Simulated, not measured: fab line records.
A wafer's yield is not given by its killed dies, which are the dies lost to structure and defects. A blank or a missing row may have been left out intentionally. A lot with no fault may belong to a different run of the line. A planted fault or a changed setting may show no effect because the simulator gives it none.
Which tool is to blame? || flow rit cmos || 42 wafers from 14 lots sampled at 5 of the route's 202 steps

## WHAT THE GAUGES SHOWED, per wafer
RIT_CONTACT_OVL_MEAS_09.
{"lot": "L632", "measured": "day 3 07:58", "on": "overlay-02", "CONTACT_OVL (nm)": "1.0 1.0 0.1"}
{"lot": "L633", "measured": "day 3 13:43", "on": "overlay-02", "CONTACT_OVL (nm)": "-1.4 0.4 -0.8"}
{"lot": "L634", "measured": "day 3 16:32", "on": "overlay-01", "CONTACT_OVL (nm)": "3.4 2.4 1.5"}
{"lot": "L635", "measured": "day 3 23:19", "on": "overlay-02", "CONTACT_OVL (nm)": "1.1 -0.9 -0.1"}
{"lot": "L636", "measured": "day 4 03:25", "on": "overlay-02", "CONTACT_OVL (nm)": "0.3 1.2 0.6"}
{"lot": "L637", "measured": "day 4 07:10", "on": "overlay-02", "CONTACT_OVL (nm)": "2.4 2.6 0.8"}
{"lot": "L638", "measured": "day 4 10:17", "on": "overlay-01", "CONTACT_OVL (nm)": "2.9 2.1 2.4"}
{"lot": "L639", "measured": "day 4 18:53", "on": "overlay-02", "CONTACT_OVL (nm)": "3.7 4.2 2.7"}
{"lot": "L640", "measured": "day 4 20:35", "on": "overlay-02", "CONTACT_OVL (nm)": "1.4 0.4 0.1"}
{"lot": "L646", "measured": "day 6 02:40", "on": "overlay-02", "CONTACT_OVL (nm)": "241.9 242.4 241.5"}
{"lot": "L648", "measured": "day 6 12:29", "on": "overlay-02", "CONTACT_OVL (nm)": "239.4 238.8 239.7"}
{"lot": "L651", "measured": "day 7 04:35", "on": "overlay-02", "CONTACT_OVL (nm)": "1.7 1.8 1.8"}
{"lot": "L653", "measured": "day 7 15:02", "on": "overlay-01", "CONTACT_OVL (nm)": "2.3 1.4 2.4"}
{"lot": "L655", "measured": "day 8 03:58", "on": "overlay-01", "CONTACT_OVL (nm)": "-0.9 0.3 0.6"}

RIT_CONTACT_CD_MEAS_90: the cd target is 1000 nm.
{"lot": "L632", "measured": "day 3 08:32", "on": "cd sem-02", "cd nm (nm)": "998.9 1000.7 997.8"}
{"lot": "L633", "measured": "day 3 14:17", "on": "cd sem-01", "cd nm (nm)": "1001.8 1001.3 1002.2"}
{"lot": "L634", "measured": "day 3 17:16", "on": "cd sem-02", "cd nm (nm)": "997.1 998.8 997.1"}
{"lot": "L635", "measured": "day 3 23:52", "on": "cd sem-01", "cd nm (nm)": "999.7 998.8 999.2"}
{"lot": "L636", "measured": "day 4 03:59", "on": "cd sem-02", "cd nm (nm)": "997.5 998.5 1000.4"}
{"lot": "L637", "measured": "day 4 07:44", "on": "cd sem-02", "cd nm (nm)": "1003.0 999.6 1000.7"}
{"lot": "L638", "measured": "day 4 10:50", "on": "cd sem-01", "cd nm (nm)": "1003.3 1000.4 1002.4"}
{"lot": "L639", "measured": "day 4 19:27", "on": "cd sem-01", "cd nm (nm)": "1002.7 1000.5 1002.9"}
{"lot": "L640", "measured": "day 4 21:10", "on": "cd sem-02", "cd nm (nm)": "1001.7 1000.1 999.2"}
{"lot": "L646", "measured": "day 6 03:16", "on": "cd sem-01", "cd nm (nm)": "999.0 997.7 998.8"}
{"lot": "L648", "measured": "day 6 13:03", "on": "cd sem-01", "cd nm (nm)": "998.1 997.8 999.6"}
{"lot": "L651", "measured": "day 7 05:08", "on": "cd sem-02", "cd nm (nm)": "999.1 999.7 1000.8"}
{"lot": "L653", "measured": "day 7 15:37", "on": "cd sem-01", "cd nm (nm)": "996.3 997.0 996.2"}
{"lot": "L655", "measured": "day 8 04:32", "on": "cd sem-02", "cd nm (nm)": "998.8 999.8 998.7"}

RIT_M1_BOW_MEAS_16.
{"lot": "L632", "measured": "day 3 13:04", "on": "film metro-03", "M1_BOW (um)": "26 9 22"}
{"lot": "L633", "measured": "day 3 20:34", "on": "film metro-03", "M1_BOW (um)": "28 22 15"}
{"lot": "L634", "measured": "day 4 00:45", "on": "film metro-02", "M1_BOW (um)": "10 23 11"}
{"lot": "L635", "measured": "day 4 04:23", "on": "film metro-02", "M1_BOW (um)": "21 21 19"}
{"lot": "L636", "measured": "day 4 08:55", "on": "film metro-01", "M1_BOW (um)": "25 10 19"}
{"lot": "L637", "measured": "day 4 12:29", "on": "film metro-01", "M1_BOW (um)": "29 28 27"}
{"lot": "L638", "measured": "day 4 15:25", "on": "film metro-02", "M1_BOW (um)": "12 21 15"}
{"lot": "L639", "measured": "day 5 00:49", "on": "film metro-02", "M1_BOW (um)": "11 14 4"}
{"lot": "L640", "measured": "day 5 02:21", "on": "film metro-03", "M1_BOW (um)": "20 22 16"}
{"lot": "L646", "measured": "day 6 08:23", "on": "film metro-02", "M1_BOW (um)": "8 20 20"}
{"lot": "L648", "measured": "day 6 20:06", "on": "film metro-01", "M1_BOW (um)": "20 15 15"}
{"lot": "L651", "measured": "day 7 10:13", "on": "film metro-03", "M1_BOW (um)": "15 18 20"}
{"lot": "L653", "measured": "day 7 20:59", "on": "film metro-03", "M1_BOW (um)": "14 20 10"}
{"lot": "L655", "measured": "day 8 09:04", "on": "film metro-02", "M1_BOW (um)": "23 11 22"}

## EACH LOT AND THE TOOL THAT RAN IT (in order: tool; ch and the chambers of the sampled wafers; start)
{"lot": "L632", "RIT_CONTACT_EXPOSE_05": "iline stepper-01 ch 0, day 3 07:21", "RIT_M1_STRIP_14": "plasma asher-03 ch 0,1, day 3 11:15"}
{"lot": "L633", "RIT_CONTACT_EXPOSE_05": "iline stepper-01 ch 0, day 3 13:04", "RIT_M1_STRIP_14": "plasma asher-01 ch 1, day 3 17:04"}
{"lot": "L634", "RIT_CONTACT_EXPOSE_05": "iline stepper-02 ch 0, day 3 15:54", "RIT_M1_STRIP_14": "plasma asher-03 ch 0,1, day 3 19:59"}
{"lot": "L635", "RIT_CONTACT_EXPOSE_05": "iline stepper-02 ch 0, day 3 22:41", "RIT_M1_STRIP_14": "plasma asher-03 ch 0,1, day 4 02:35"}
{"lot": "L636", "RIT_CONTACT_EXPOSE_05": "iline stepper-01 ch 0, day 4 02:47", "RIT_M1_STRIP_14": "plasma asher-03 ch 0, day 4 06:46"}
{"lot": "L637", "RIT_CONTACT_EXPOSE_05": "iline stepper-02 ch 0, day 4 06:32", "RIT_M1_STRIP_14": "plasma asher-03 ch 0,1, day 4 10:24"}
{"lot": "L638", "RIT_CONTACT_EXPOSE_05": "iline stepper-02 ch 0, day 4 09:33", "RIT_M1_STRIP_14": "plasma asher-02 ch 0,1, day 4 13:37"}
{"lot": "L639", "RIT_CONTACT_EXPOSE_05": "iline stepper-02 ch 0, day 4 18:16", "RIT_M1_STRIP_14": "plasma asher-01 ch 0,1, day 4 22:02"}
{"lot": "L640", "RIT_CONTACT_EXPOSE_05": "iline stepper-02 ch 0, day 4 19:59", "RIT_M1_STRIP_14": "plasma asher-03 ch 0,1, day 4 23:55"}
{"lot": "L646", "RIT_CONTACT_EXPOSE_05": "iline stepper-01 ch 0, day 6 02:04", "RIT_M1_STRIP_14": "plasma asher-02 ch 0,1, day 6 05:58"}
{"lot": "L648", "RIT_CONTACT_EXPOSE_05": "iline stepper-01 ch 0, day 6 11:52", "RIT_M1_STRIP_14": "plasma asher-02 ch 0,1, day 6 15:47"}
{"lot": "L651", "RIT_CONTACT_EXPOSE_05": "iline stepper-02 ch 0, day 7 03:44", "RIT_M1_STRIP_14": "plasma asher-02 ch 0,1, day 7 07:53"}
{"lot": "L653", "RIT_CONTACT_EXPOSE_05": "iline stepper-02 ch 0, day 7 14:25", "RIT_M1_STRIP_14": "plasma asher-02 ch 0,1, day 7 18:20"}
{"lot": "L655", "RIT_CONTACT_EXPOSE_05": "iline stepper-02 ch 0, day 8 03:21", "RIT_M1_STRIP_14": "plasma asher-02 ch 0,1, day 8 07:08"}
- RIT_CONTACT_EXPOSE_05: exposes mask M11, target cd 1000 nm.
- RIT_M1_STRIP_14: strips in O2, time 180 s.

## WHAT THE TOOLS THEMSELVES READ (means of the sampled wafers that have a number; where no wafer has one, the mark that the record gives instead)
RIT_M1_STRIP_14.
{"lot": "L632", "tool": "plasma asher-03", "chamber pressure mTorr (mTorr)": 4001, "drypump motor current A (A)": 6.1}
{"lot": "L633", "tool": "plasma asher-01", "chamber pressure mTorr (mTorr)": 3998, "drypump motor current A (A)": 6.1}
{"lot": "L634", "tool": "plasma asher-03", "chamber pressure mTorr (mTorr)": 4001, "drypump motor current A (A)": 6.1}
{"lot": "L635", "tool": "plasma asher-03", "chamber pressure mTorr (mTorr)": 3998, "drypump motor current A (A)": 6.0}
{"lot": "L636", "tool": "plasma asher-03", "chamber pressure mTorr (mTorr)": 3999, "drypump motor current A (A)": 6.1}
{"lot": "L637", "tool": "plasma asher-03", "chamber pressure mTorr (mTorr)": 3996, "drypump motor current A (A)": 6.0}
{"lot": "L638", "tool": "plasma asher-02", "chamber pressure mTorr (mTorr)": 4000, "drypump motor current A (A)": 5.8}
{"lot": "L639", "tool": "plasma asher-01", "chamber pressure mTorr (mTorr)": 3999, "drypump motor current A (A)": 5.6}
{"lot": "L640", "tool": "plasma asher-03", "chamber pressure mTorr (mTorr)": 3998, "drypump motor current A (A)": 6.0}
{"lot": "L646", "tool": "plasma asher-02", "chamber pressure mTorr (mTorr)": 3996, "drypump motor current A (A)": 5.5}
{"lot": "L648", "tool": "plasma asher-02", "chamber pressure mTorr (mTorr)": 4001, "drypump motor current A (A)": 5.8}
{"lot": "L651", "tool": "plasma asher-02", "chamber pressure mTorr (mTorr)": 4000, "drypump motor current A (A)": 5.6}
{"lot": "L653", "tool": "plasma asher-02", "chamber pressure mTorr (mTorr)": 4003, "drypump motor current A (A)": 5.8}
{"lot": "L655", "tool": "plasma asher-02", "chamber pressure mTorr (mTorr)": 3999, "drypump motor current A (A)": 5.8}

## THE ANSWER, worked out from the rows above alone
Rule: what is usual is taken from the lots themselves. Put in order of their means at a reading, lots are off if they are a third of the lots or fewer, leave a main group of 4 or more, and stand apart from it by a gap of 3 or more times the standard deviation of the main group's means; of several such gaps the widest counts. A main group is skipped when, at the precision printed for the reading in the tables above, its means are all equal. Also off: a lot with no number at a reading for which 4 or more lots have one. The other lots that the step has rows for count as sound. Order of review: gauges by route order, followed by the tools' own readings, for which a lot's mean as printed above is used. At the first step where some lot is off, the reading lying furthest off is the one used; lots without a number count as furthest.
Off: L646, L648, seen at RIT_CONTACT_OVL_MEAS_09 (CONTACT_OVL). The main group has a mean of 1.3 nm with a standard deviation of 1.2.
If a tool, at a process step before that reading, ran all the lots that are off and no sound lot after the first of them, it fits. Gauges at RIT_CONTACT_OVL_MEAS_09: tried the same way as those tools. One candidate fits, namely iline stepper-01 at RIT_CONTACT_EXPOSE_05. Its last sound lot is L636 (day 4 02:47), its first lot that is off L646 (day 6 02:04): a fault that began between those two fits.

## WHAT THE SIMULATOR HAD PUT IN
Scanner matching overlay: iline stepper-01, from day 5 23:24 on, at RIT_CONTACT_EXPOSE_05. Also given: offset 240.
Lots struck among those shown: L646, L648. This agrees with what the rule above found.
